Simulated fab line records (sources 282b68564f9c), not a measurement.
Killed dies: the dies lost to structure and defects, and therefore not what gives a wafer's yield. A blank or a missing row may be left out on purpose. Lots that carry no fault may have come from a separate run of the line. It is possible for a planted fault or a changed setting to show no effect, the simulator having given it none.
fab line records    flow ritCmos
record lots=5  wafers=15  lastDay=6
route steps=202 shown CONTACT@178 M1@184
lots with no fault: from the same line, run without faults
startH: hours from the record's opening day to when the first of the lot's shown wafers began    waitH: how many hours have passed since the lot's step before this one    " same as the row above    L1.1+2: several wafers, shown together as one row    - no value, or no start was given    * or withheld: withheld    < > ~ a bound
route shown NAME@n: names a module that has steps shown in the file, with the first one's number in the route    usual: mean/standard deviation taken from wafers without a fault    same: alike in all rows    chamber/n: place in a boat    sites: readings site by site    _std_site: the standard deviation of these    _edge_site: inner sites' mean taken away from outer sites' mean    radiusMm: how far each site lies from the wafer's centre    mask NAME#n: copy n    behind: the most recent tool/chamber to have shaped the wafer    hold: cause of the lot's hold/its duration in hours/its outcome    device: transistor that didn't switch, given as n, p or np    end of line: the route-end tests of the same wafers    a step given without rows: its recipe and nothing more    killed: not the wafer's yield, but the dies lost to structure and defects at the first sort    map: a wafer's dies, marking killed ones x, the rest . and places with no die _
set.NAME: setting as actually run; set.NAME@STEP: the setting as run at that earlier step    model.NAME: the simulator's own value behind a step, which no gauge read
lots at some steps of the route; a table a step, a row a wafer
services: from which hour (startH, from the record's first day; less than 0 if before it) a tool's chamber was out of use, for how many hours, and why
## steps
# step RIT_CONTACT_HARDBAKE_10
# recipe resist=NOVOLAK  tempC=140  timeS=60
# same timeS=60
lot.wafer   tool           chamber  startH  waitH
L075.3+5+6  lithoTrack-04  0        56.66   0.1
L085.1+3+5  lithoTrack-01  0        112.04  0.0
L086.1+3+6  lithoTrack-01  0        115.89  0.0
L089.1+2+6  lithoTrack-04  0        137.36  0.1
L090.2+4+6  lithoTrack-01  0        137.54  0.0
# step RIT_CONTACT_ETCH_11
# recipe targetDepthA=4800  overEtchFrac=0.2  stopOn=TiSi2  chemistry=CHF3/CF4/Ar  target=SiO2  CHF3_flow_sccm=50  cf4FlowSccm=10  Ar_flow_sccm=100  O2_flow_sccm=5  pressureMtorr=100  rfW=200  timeS=320
# usual chamberPressureMTorr=100.00/0.088  drypumpMotorCurrentA=5.8/0.39  oesProductAu=0.992/0.014  throttleValvePct=8.77/0.14
# same timeS=320
lot.wafer  tool        chamber  startH  waitH  chamberPressureMTorr  drypumpMotorCurrentA  oesProductAu  rfHoursCounterH  throttleValvePct
L075.3     rieDiel-02  0        56.76   0.1    99.91                 5.5                   0.978         37               8.65
L075.5     "           2        "       "      100.19                6.5                   1.016         -                8.69
L075.6     "           3        "       "      100.12                5.6                   0.997         -                8.63
L085.1     rieDiel-01  3        112.19  0.1    100.12                5.4                   0.977         94               8.92
L085.3     "           2        "       "      100.09                5.8                   0.994         71               9.09
L085.5     "           1        "       "      99.89                 5.8                   1.003         -                8.78
L086.1     rieDiel-02  2        116.04  0.1    100.03                6.6                   1.023         125              8.71
L086.3     "           0        "       "      100.09                5.5                   0.976         38               8.67
L086.6     "           0        "       "      99.87                 5.5                   0.984         -                8.65
L089.1     rieDiel-01  0        137.51  0.1    99.90                 5.7                   0.963         81               8.74
L089.2     "           2        "       "      99.89                 5.7                   0.996         72               9.10
L089.6     "           2        "       "      99.94                 5.8                   0.995         -                9.08
L090.2     rieDiel-04  2        137.66  0.1    99.89                 5.6                   0.981         9                8.57
L090.4     "           2        "       "      99.94                 5.6                   0.992         -                8.56
L090.6     "           3        "       "      100.11                6.5                   0.997         -                8.84
# step RIT_CONTACT_STRIP_12
# recipe chemistry=O2  timeS=180  resist=NOVOLAK  platenTempC=withheld  powerW=500  pressureMtorr=4000  o2FlowSccm=4000
# usual chamberPressureMTorr=4000/3.3  drypumpMotorCurrentA=5.8/0.34
# same timeS=180
lot.wafer  tool            chamber  startH  waitH  chamberPressureMTorr  drypumpMotorCurrentA  rfHoursCounterH
L075.3     plasmaAsher-01  1        57.02   0.2    4000                  5.9                   -
L075.5     "               0        "       "      3997                  5.6                   -
L075.6     "               1        "       "      3999                  5.9                   -
L085.1     plasmaAsher-01  0        112.38  0.1    4001                  5.6                   46
L085.3     "               0        "       "      4000                  5.6                   -
L085.5     "               0        "       "      3998                  5.6                   -
L086.1     plasmaAsher-01  0        116.24  0.1    3997                  5.6                   47
L086.3     "               1        "       "      4007                  5.9                   -
L086.6     "               0        "       "      4001                  5.6                   -
L089.1     plasmaAsher-03  1        137.70  0.1    3998                  6.1                   51
L089.2     "               0        "       "      4000                  5.2                   51
L089.6     "               0        "       "      3998                  5.2                   -
L090.2     plasmaAsher-04  0        137.86  0.1    3999                  5.9                   2
L090.4     "               0        "       "      4004                  5.9                   -
L090.6     "               0        "       "      3999                  5.9                   -
# step RIT_CONTACT_CD_MEAS_90
# recipe targetCdNm=1000
# usual cdNm=1000.3/2.2
lot.wafer  tool      chamber  startH  waitH  cdNm
L075.3     cdSem-01  -        57.17   0.1    1003.2
L075.5     "         -        "       "      999.8
L075.6     "         -        "       "      1003.2
L085.1     cdSem-02  -        112.56  0.1    1000.7
L085.3     "         -        "       "      999.5
L085.5     "         -        "       "      1001.9
L086.1     cdSem-01  -        116.41  0.1    1002.0
L086.3     "         -        "       "      1004.2
L086.6     "         -        "       "      1002.7
L089.1     cdSem-01  -        137.88  0.1    998.3
L089.2     "         -        "       "      997.8
L089.6     "         -        "       "      997.3
L090.2     cdSem-02  -        138.05  0.1    1002.7
L090.4     "         -        "       "      1003.8
L090.6     "         -        "       "      1001.8
# step RIT_CONTACT_CLEAN_13
# recipe chemistry=SC1  mix=3:3:50  timeS=600  tempC=75
# same timeS=600
lot.wafer   tool         chamber  startH  waitH
L075.3+5+6  wetBench-01  1        57.25   0.1
L085.1+3+5  wetBench-02  3        112.68  0.1
L086.1+3+6  wetBench-02  2        116.53  0.1
L089.1+2+6  wetBench-03  2        138.00  0.1
L090.2+4+6  wetBench-01  0        138.15  0.1
# step RIT_CONTACT_CLEAN_14
# recipe chemistry=SC2  mix=3:3:50  timeS=600  tempC=75  dry=n2Spin
# same timeS=600
lot.wafer   tool         chamber  startH  waitH
L075.3+5+6  wetBench-03  1        57.43   0.0
L085.1+3+5  wetBench-01  1        112.85  0.0
L086.1+3+6  wetBench-03  1        116.71  0.0
L089.1+2+6  wetBench-03  2        138.17  0.0
L090.2+4+6  wetBench-02  1        138.33  0.0
# step RIT_M1_SPUTTER_00
# recipe material=Al  targetThkNm=400  powerW=2000  chamberPressurePa=0.4  gas=Ar  timeS=500  substrateTempC=25
# usual throttleValvePct=30.0/1.5
# same timeS=500
lot.wafer  tool           chamber  startH  waitH  throttleValvePct
L075.3     pvdSputter-01  -        57.62   0.0    28.6
L075.5     "              -        "       "      29.6
L075.6     "              -        "       "      29.2
L085.1     pvdSputter-01  -        113.03  0.0    32.3
L085.3     "              -        "       "      29.0
L085.5     "              -        "       "      32.0
L086.1     pvdSputter-03  -        116.88  0.0    32.4
L086.3     "              -        "       "      27.6
L086.6     "              -        "       "      29.3
L089.1     pvdSputter-04  -        138.35  0.0    29.8
L089.2     "              -        "       "      31.8
L089.6     "              -        "       "      28.7
L090.2     pvdSputter-03  -        138.52  0.0    27.3
L090.4     "              -        "       "      31.2
L090.6     "              -        "       "      27.4
# step RIT_M1_RS_MEAS_01
# recipe thkMeasGauge=four-point-probe  reads=Al_of_M1_SPUTTER_00
# usual M1_AL_RS=0.0735/0.0008
lot.wafer  tool          chamber  startH  waitH  M1_AL_RS[ohm/sq]
L075.3     filmMetro-04  -        57.95   0.2    0.0731
L075.5     "             -        "       "      0.0729
L075.6     "             -        "       "      0.0730
L085.1     filmMetro-03  -        113.32  0.1    0.0739
L085.3     "             -        "       "      0.0745
L085.5     "             -        "       "      0.0741
L086.1     filmMetro-01  -        117.18  0.1    0.0744
L086.3     "             -        "       "      0.0730
L086.6     "             -        "       "      0.0750
L089.1     filmMetro-03  -        138.64  0.1    0.0724
L089.2     "             -        "       "      0.0738
L089.6     "             -        "       "      0.0726
L090.2     filmMetro-04  -        138.83  0.2    0.0720
L090.4     "             -        "       "      0.0731
L090.6     "             -        "       "      0.0730
# step RIT_M1_THK_MEAS_02
# recipe thkMeasGauge=xrf  reads=Al_of_M1_SPUTTER_00
# usual M1_AL_THK=399/4.6
lot.wafer  tool          chamber  startH  waitH  M1_AL_THK[nm]
L075.3     filmMetro-04  -        58.05   0.1    400
L075.5     "             -        "       "      402
L075.6     "             -        "       "      401
L085.1     filmMetro-03  -        113.44  0.1    395
L085.3     "             -        "       "      396
L085.5     "             -        "       "      395
L086.1     filmMetro-01  -        117.30  0.1    392
L086.3     "             -        "       "      398
L086.6     "             -        "       "      388
L089.1     filmMetro-03  -        138.76  0.1    407
L089.2     "             -        "       "      399
L089.6     "             -        "       "      405
L090.2     filmMetro-04  -        138.94  0.1    406
L090.4     "             -        "       "      401
L090.6     "             -        "       "      401
# step RIT_M1_HMDS_03
# recipe primeTimeS=60  primeTempC=140
lot.wafer   tool           chamber  startH  waitH
L075.3+5+6  lithoTrack-02  0        58.16   0.1
L085.1+3+5  lithoTrack-01  0        113.50  0.1
L086.1+3+6  lithoTrack-02  0        117.36  0.1
L089.1+2+6  lithoTrack-02  0        138.89  0.1
L090.2+4+6  lithoTrack-04  0        139.02  0.1
# step RIT_M1_COAT_04
# recipe resist=NOVOLAK  spinRpm=2000  resistThkNm=1300
# usual dispensePressureKPa=52.0/2
lot.wafer  tool           chamber  startH  waitH  dispensePressureKPa
L075.3     lithoTrack-02  0        58.31   0.1    51.2
L075.5     "              0        "       "      51.2
L075.6     "              0        "       "      51.2
L085.1     lithoTrack-01  0        113.65  0.1    54.8
L085.3     "              0        "       "      54.7
L085.5     "              0        "       "      54.7
L086.1     lithoTrack-02  0        117.51  0.1    51.1
L086.3     "              0        "       "      51.1
L086.6     "              0        "       "      51.1
L089.1     lithoTrack-02  0        139.04  0.1    51.2
L089.2     "              0        "       "      51.1
L089.6     "              0        "       "      51.2
L090.2     lithoTrack-04  0        139.17  0.1    49.9
L090.4     "              0        "       "      49.9
L090.6     "              0        "       "      49.9
# step RIT_M1_SOFTBAKE_05
# recipe resist=NOVOLAK  tempC=90  timeS=60
# same timeS=60
lot.wafer   tool           chamber  startH  waitH
L075.3+5+6  lithoTrack-02  0        58.46   0.1
L085.1+3+5  lithoTrack-01  0        113.80  0.1
L086.1+3+6  lithoTrack-02  0        117.66  0.1
L089.1+2+6  lithoTrack-02  0        139.19  0.1
L090.2+4+6  lithoTrack-04  0        139.32  0.1
# step RIT_M1_EXPOSE_06
# recipe maskId=M12  na=0.6  sourceShape=conventional  sigmaOuter=0.5  targetCdNm=2600  doseMj=250
# usual reticleTempC=23.01/0.096
# same na=0.6
lot.wafer  tool             chamber  startH  waitH  mask   reticleTempC
L075.3     ilineStepper-01  0        58.72   0.2    M12#0  22.92
L075.5     "                0        "       "      M12#0  23.11
L075.6     "                0        "       "      M12#0  22.98
L085.1     ilineStepper-01  0        114.16  0.3    M12#0  22.94
L085.3     "                0        "       "      M12#0  23.11
L085.5     "                0        "       "      M12#0  23.02
L086.1     ilineStepper-02  0        117.96  0.3    M12#0  22.97
L086.3     "                0        "       "      M12#0  23.22
L086.6     "                0        "       "      M12#0  23.10
L089.1     ilineStepper-02  0        139.46  0.2    M12#0  22.95
L089.2     "                0        "       "      M12#0  22.94
L089.6     "                0        "       "      M12#0  22.90
L090.2     ilineStepper-01  0        139.72  0.4    M12#0  23.10
L090.4     "                0        "       "      M12#0  23.00
L090.6     "                0        "       "      M12#0  22.93
# step RIT_M1_PEB_07
# recipe resist=NOVOLAK  tempC=withheld  timeS=withheld
lot.wafer   tool           chamber  startH  waitH
L075.3+5+6  lithoTrack-02  0        58.92   0.2
L085.1+3+5  lithoTrack-01  0        114.27  0.1
L086.1+3+6  lithoTrack-02  0        118.08  0.1
L089.1+2+6  lithoTrack-04  0        139.58  0.1
L090.2+4+6  lithoTrack-04  0        139.92  0.2
# step RIT_M1_DEVELOP_08
# recipe resist=NOVOLAK  developTimeS=68  devTempC=23
lot.wafer   tool           chamber  startH  waitH
L075.3+5+6  lithoTrack-02  0        -       -
L085.1+3+5  lithoTrack-01  0        -       -
L086.1+3+6  lithoTrack-02  0        -       -
L089.1+2+6  lithoTrack-04  0        -       -
L090.2+4+6  lithoTrack-04  0        -       -
# step RIT_M1_CD_MEAS_09
# recipe targetCdNm=2600
# usual cdNm=2599.1/2.1
lot.wafer  tool      chamber  startH  waitH  cdNm
L075.3     cdSem-02  -        59.22   -      2599.5
L075.5     "         -        "       "      2599.6
L075.6     "         -        "       "      2598.8
L085.1     cdSem-01  -        114.59  -      2597.7
L085.3     "         -        "       "      2596.9
L085.5     "         -        "       "      2597.4
L086.1     cdSem-01  -        118.39  -      2602.5
L086.3     "         -        "       "      2600.8
L086.6     "         -        "       "      2604.1
L089.1     cdSem-02  -        139.89  -      2600.8
L089.2     "         -        "       "      2599.6
L089.6     "         -        "       "      2602.1
L090.2     cdSem-02  -        140.25  -      2598.7
L090.4     "         -        "       "      2595.7
L090.6     "         -        "       "      2598.6
# step RIT_M1_OVL_MEAS_10
# usual M1_OVL=-0.3/1.3
lot.wafer  tool        chamber  startH  waitH  M1_OVL[nm]
L075.3     overlay-01  -        59.32   0.1    -0.8
L075.5     "           -        "       "      -0.3
L075.6     "           -        "       "      0.4
L085.1     overlay-02  -        114.71  0.1    -1.9
L085.3     "           -        "       "      -1.5
L085.5     "           -        "       "      -1.6
L086.1     overlay-02  -        118.51  0.1    2.5
L086.3     "           -        "       "      0.5
L086.6     "           -        "       "      0.8
L089.1     overlay-02  -        140.01  0.1    -2.2
L089.2     "           -        "       "      -3.3
L089.6     "           -        "       "      -2.0
L090.2     overlay-02  -        140.36  0.1    0.2
L090.4     "           -        "       "      -1.0
L090.6     "           -        "       "      -0.4
# step RIT_M1_HARDBAKE_11
# recipe resist=NOVOLAK  tempC=140  timeS=120
# same timeS=120
lot.wafer   tool           chamber  startH  waitH
L075.3+5+6  lithoTrack-01  0        59.42   0.1
L085.1+3+5  lithoTrack-02  0        114.74  0.0
L086.1+3+6  lithoTrack-02  0        118.55  0.0
L089.1+2+6  lithoTrack-01  0        140.18  0.2
L090.2+4+6  lithoTrack-01  0        140.48  0.1
# step RIT_M1_METAL_ETCH_12
# recipe stopOn=SiO2  chemistry=Cl2/BCl3  target=Al  timeS=165  overEtchFrac=0.5  pressureMtorr=100  targetDepthA=6000  rfW=250  Cl2_flow_sccm=60  bcl3FlowSccm=50
# usual chamberPressureMTorr=100.00/0.093  drypumpMotorCurrentA=5.6/0.47  oesProductAu=0.779/0.012  throttleValvePct=8.21/0.11
# same timeS=165
lot.wafer  tool         chamber  startH  waitH  chamberPressureMTorr  drypumpMotorCurrentA  oesProductAu  rfHoursCounterH  throttleValvePct
L075.3     rieMetal-02  1        59.64   0.2    99.98                 5.0                   0.787         -                8.39
L075.5     "            0        "       "      100.05                5.7                   0.760         -                8.27
L075.6     "            1        "       "      99.86                 5.0                   0.779         -                8.39
L085.1     rieMetal-02  1        114.99  0.2    100.03                5.0                   0.777         35               8.37
L085.3     "            0        "       "      99.94                 5.7                   0.749         -                8.27
L085.5     "            0        "       "      100.04                5.7                   0.754         -                8.27
L086.1     rieMetal-01  0        118.80  0.2    99.92                 5.4                   0.765         4                8.07
L086.3     "            0        "       "      100.07                5.4                   0.777         -                8.07
L086.6     "            1        "       "      100.04                5.7                   0.773         -                8.27
L089.1     rieMetal-01  0        140.43  0.2    99.94                 5.4                   0.775         5                8.08
L089.2     "            1        "       "      99.95                 5.6                   0.774         5                8.26
L089.6     "            1        "       "      100.27                5.7                   0.790         -                8.27
L090.2     rieMetal-03  0        140.68  0.2    100.11                5.4                   0.799         3                8.12
L090.4     "            1        "       "      100.23                6.6                   0.778         -                8.19
L090.6     "            1        "       "      99.98                 6.6                   0.789         -                8.18
# step RIT_M1_STRIP_13
# recipe chemistry=nmp  resist=NOVOLAK  tempC=80  timeS=600  dry=n2Spin
# same timeS=600
lot.wafer   tool         chamber  startH  waitH
L075.3+5+6  wetBench-02  1        59.75   0.1
L085.1+3+5  wetBench-04  1        115.16  0.1
L086.1+3+6  wetBench-01  2        118.96  0.1
L089.1+2+6  wetBench-04  3        140.60  0.1
L090.2+4+6  wetBench-02  1        140.85  0.1
# step RIT_M1_STRIP_14
# recipe chemistry=O2  timeS=180  platenTempC=withheld  powerW=500  pressureMtorr=4000  o2FlowSccm=4000
# usual chamberPressureMTorr=4000/3.9  drypumpMotorCurrentA=5.8/0.37
# same timeS=180
lot.wafer  tool            chamber  startH  waitH  chamberPressureMTorr  drypumpMotorCurrentA  rfHoursCounterH
L075.3     plasmaAsher-01  1        59.99   0.1    4002                  5.9                   -
L075.5     "               0        "       "      3999                  5.6                   -
L075.6     "               1        "       "      3995                  5.9                   -
L085.1     plasmaAsher-02  0        115.33  0.0    4005                  6.2                   31
L085.3     "               1        "       "      3999                  5.1                   -
L085.5     "               1        "       "      3999                  5.1                   -
L086.1     plasmaAsher-02  0        119.14  0.0    4001                  6.1                   31
L086.3     "               1        "       "      4001                  5.1                   -
L086.6     "               1        "       "      3998                  5.1                   -
L089.1     plasmaAsher-04  1        140.77  0.0    4003                  6.3                   2
L089.2     "               0        "       "      4002                  5.9                   2
L089.6     "               1        "       "      3996                  6.3                   -
L090.2     plasmaAsher-02  1        141.04  0.0    4000                  5.1                   34
L090.4     "               1        "       "      3995                  5.1                   -
L090.6     "               1        "       "      4003                  5.1                   -
# step RIT_M1_CD_MEAS_90
# recipe targetCdNm=2600
# usual cdNm=2598/3.1
lot.wafer  tool      chamber  startH  waitH  cdNm
L075.3     cdSem-02  -        60.14   0.1    2599
L075.5     "         -        "       "      2597
L075.6     "         -        "       "      2600
L085.1     cdSem-02  -        115.51  0.1    2599
L085.3     "         -        "       "      2596
L085.5     "         -        "       "      2597
L086.1     cdSem-01  -        119.31  0.1    2598
L086.3     "         -        "       "      2598
L086.6     "         -        "       "      2603
L089.1     cdSem-02  -        140.95  0.1    2597
L089.2     "         -        "       "      2600
L089.6     "         -        "       "      2601
L090.2     cdSem-01  -        141.23  0.1    2598
L090.4     "         -        "       "      2595
L090.6     "         -        "       "      2597
# step RIT_M1_ANNEAL_15
# recipe tempC=450  timeS=1800  ambient=forming_gas_H2N2
# usual spikeTcLoadC=470/4.8
# same timeS=1800
lot.wafer  tool  chamber  startH  waitH  spikeTcLoadC
L075.3     -     -        60.54   0.4    472
L075.5     "     -        "       "      473
L075.6     "     -        "       "      472
L085.1     -     -        116.82  1.3    475
L085.3     "     -        "       "      476
L085.5     "     -        "       "      478
L086.1     -     -        120.87  1.5    477
L086.3     "     -        "       "      476
L086.6     "     -        "       "      476
L089.1     -     -        142.05  1.1    473
L089.2     "     -        "       "      474
L089.6     "     -        "       "      474
L090.2     -     -        142.05  0.8    474
L090.4     "     -        "       "      474
L090.6     "     -        "       "      472
# step RIT_M1_BOW_MEAS_16
# recipe mode=bow
# usual M1_BOW=17/7.3
lot.wafer  tool          chamber  startH  waitH  M1_BOW[um]
L075.3     filmMetro-01  -        62.08   0.0    18
L075.5     "             -        "       "      12
L075.6     "             -        "       "      15
L085.1     filmMetro-04  -        118.32  0.0    18
L085.3     "             -        "       "      22
L085.5     "             -        "       "      29
L086.1     filmMetro-04  -        122.37  0.0    17
L086.3     "             -        "       "      15
L086.6     "             -        "       "      5
L089.1     filmMetro-03  -        143.55  0.0    14
L089.2     "             -        "       "      12
L089.6     "             -        "       "      20
L090.2     filmMetro-01  -        143.57  0.0    11
L090.4     "             -        "       "      29
L090.6     "             -        "       "      24
# step RIT_M1_PROBE_99
# usual defectLimitedYield=97.5/1.2  killedAtFrontEnd=7/3  killedDies=7/3.1  killedOpen=3.3/2.1  killedShort=3.3/2  sort_bin_3_pad_short=0.1/0.22  sort_bin_5_function=1.4/0.8  sort_bin_6_memory=1.0/0.65  sortNPass=257/3.1  sortYieldPct=97.5/1.2
# same grossDies=264  killed_at_M0_to_M3=0  killed_at_M4_up=0  killedAtBackSide=0  killedAtContacts=0  killedAtOther=0
lot.wafer  tool       chamber  startH  waitH  defectLimitedYield[%]  killedAtFrontEnd  killedDies  killedOpen  killedShort  sort_bin_3_pad_short[%]  sort_bin_5_function[%]  sort_bin_6_memory[%]  sortNPass  sortYieldPct[%]
L075.3     prober-01  -        62.26   0.2    97.0                   8                 8           4           4            0                        1.5                     1.5                   256        97.0
L075.5     prober-01  -        62.36   0.2    99.2                   2                 2           2           0            0                        0.4                     0.4                   262        99.2
L075.6     prober-01  -        62.41   0.2    98.5                   4                 4           1           3            0.4                      0.4                     0.8                   260        98.5
L085.1     prober-02  -        118.44  0.1    99.2                   2                 2           1           1            0                        0.4                     0.4                   262        99.2
L085.3     prober-02  -        118.54  0.2    98.5                   4                 4           2           2            0                        0.8                     0.8                   260        98.5
L085.5     prober-02  -        118.64  0.2    98.5                   4                 4           2           2            0                        0.8                     0.8                   260        98.5
# killed by level:class
L075.3 FOX2:geometricParticle:short=2 FOX2:geometricParticle:open=2 GATE:geometricParticle:open=1 SPACER:geometricParticle:short=1 SILICIDE:geometricParticle:short=1 SILICIDE:geometricParticle:open=1
L075.5 ACTIVE:geometricParticle:open=1 SILICIDE:geometricParticle:open=1
L075.6 FOX2:geometricParticle:short=1 GATE:geometricParticle:short=1 GATE:geometricParticle:open=1 REOX:geometricParticle:short=1
L085.1 FOX2:geometricParticle:short=1 REOX:geometricParticle:open=1
L085.3 FOX1:geometricParticle:open=1 FOX2:geometricParticle:short=1 REOX:geometricParticle:open=1 SPACER:geometricParticle:short=1
L085.5 GATE:geometricParticle:open=2 SPACER:geometricParticle:short=1 SILICIDE:geometricParticle:short=1
## services
tool             chamber  startH  hours  kind
ilineStepper-02  -        36.43   1.7    pm
pvdSputter-01    -        37.12   2.3    repair
pvdSputter-03    -        39.20   1.2    repair
rieDiel-04       -        44.32   1.1    repair
pvdSputter-04    -        44.38   14.5   repair
rieMetal-02      -        52.43   2.5    repair
rieDiel-01       3        55.12   1.8    repair
pvdSputter-01    -        57.96   2.7    repair
pvdSputter-01    -        59.34   0.9    repair
furnace-02       -        66.27   3.9    pm
plasmaAsher-04   -        71.89   1.8    repair
rieDiel-04       1        72.82   5.1    repair
furnace-04       -        82.20   2.9    pm
furnace-04       -        85.07   8.7    pm
plasmaAsher-03   -        86.78   4.0    pm
rieDiel-02       -        94.44   2.3    repair
ilineStepper-01  -        96.99   1.7    pm
pvdSputter-04    -        98.26   3.6    repair
plasmaAsher-04   -        108.75  9.0    pm
rieDiel-02       3        116.31  9.5    repair
plasmaAsher-04   -        126.51  5.2    repair
wetBench-01      -        133.03  1.9    repair
rieMetal-02      -        136.12  20.0   pm
rieDiel-02       1        139.20  3.0    repair
## key
fault none
